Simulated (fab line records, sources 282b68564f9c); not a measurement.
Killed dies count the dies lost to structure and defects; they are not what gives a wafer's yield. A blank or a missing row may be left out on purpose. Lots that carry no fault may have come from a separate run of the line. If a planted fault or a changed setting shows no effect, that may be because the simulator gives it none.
A lot that was struck, set against a sound lot    flow rit_cmos    15 steps out of a route of 202
Sound: wafers L539.3, L539.4, L539.5. The struck wafers were L558.1, L558.3, L558.5. The cause is named last.
Per side, at each step with rows, come the tool, then ch with its chambers, and then its first start. Under that, the readings that differ: sound wafers    struck wafers    difference of the means    sigmas: that difference in standard deviations of wafers without a fault.
alike: readings with means less than 2 such deviations apart, plus words and numbers identical on both sides. not compared: withheld readings, readings lacking a value on some wafer, bounds such as >300 that could conceal the same value, and numbers that have no deviation in the record and whose values overlap.
Wherever a step has rows on one side only, a row that says differs or no value, or a row with sigmas, the two part there. When numbers do not overlap yet have no deviation, they are printed without sigmas and do not part them. A reading that every wafer of one side lacks parts them only if that side has two wafers or more.

first, 4 steps without rows for these wafers: RIT_GATE_CLEAN_01 (cleans in SC1, time 600 s); RIT_GATE_CLEAN_02 (cleans in dHF, time 30 s); RIT_GATE_CLEAN_03 (cleans in SC2, time 600 s); RIT_GATE_CLEAN_04 (cleans in dHF, time 60 s).
RIT_FOX2_THK_MEAS_91:
  struck on film_metro-03, day 7 02:59; sound on film_metro-03, day 3 05:12
  alike: FIELD_OXIDE_LEFT_2_THK
then, 2 steps without rows for these wafers: RIT_GATE_OXIDATION_05 (target thk 3 nm, ox time 270 s); RIT_GATE_ANNEAL_06 (time 600 s).
RIT_GATE_THK_MEAS_07:
  struck on film_metro-04, day 7 04:23; sound on film_metro-03, day 3 06:35
  alike: GATE_OXIDE_THK
then, 1 step without rows for these wafers: RIT_GATE_CVD_08 (deposits poly-Si from SiH4, target thk 250 nm, time 2220 s).
RIT_GATE_THK_MEAS_09:
  struck on film_metro-04, day 7 06:04; sound on film_metro-02, day 3 08:16
reading             sound              struck             difference  sigmas
GATE_POLY_THK (nm)  251.9 253.1 251.9  248.5 245.5 248.7  -4.7        -2
then, 2 steps without rows for these wafers: RIT_GATE_HMDS_10 (prime time 60 s); RIT_GATE_COAT_11 (resist thk 850 nm).
RIT_GATE_SOFTBAKE_12: time 60 s.
  sound on litho_track-04 ch 0, day 3 08:39; struck on litho_track-04 ch 0, day 7 06:25
reading                   sound              struck             difference  sigmas
heater_power_total_W (W)  34.63 34.55 34.48  35.39 35.46 35.42  +0.87       +18
plate_temp_C (C)          89.92 90.12 89.82  91.70 91.44 91.62  +1.63       +14
then, 1 step without rows for these wafers: RIT_GATE_EXPOSE_13 (exposes mask M6, target cd 150 nm).
RIT_M1_PROBE_99:
  sound wafers here have rows in the record (prober-02, day 4 06:03); struck ones have none

## WHERE THEY PART
At RIT_GATE_THK_MEAS_09 first; at RIT_M1_PROBE_99 last (within this record only).

WHY: what had been put in by the simulator
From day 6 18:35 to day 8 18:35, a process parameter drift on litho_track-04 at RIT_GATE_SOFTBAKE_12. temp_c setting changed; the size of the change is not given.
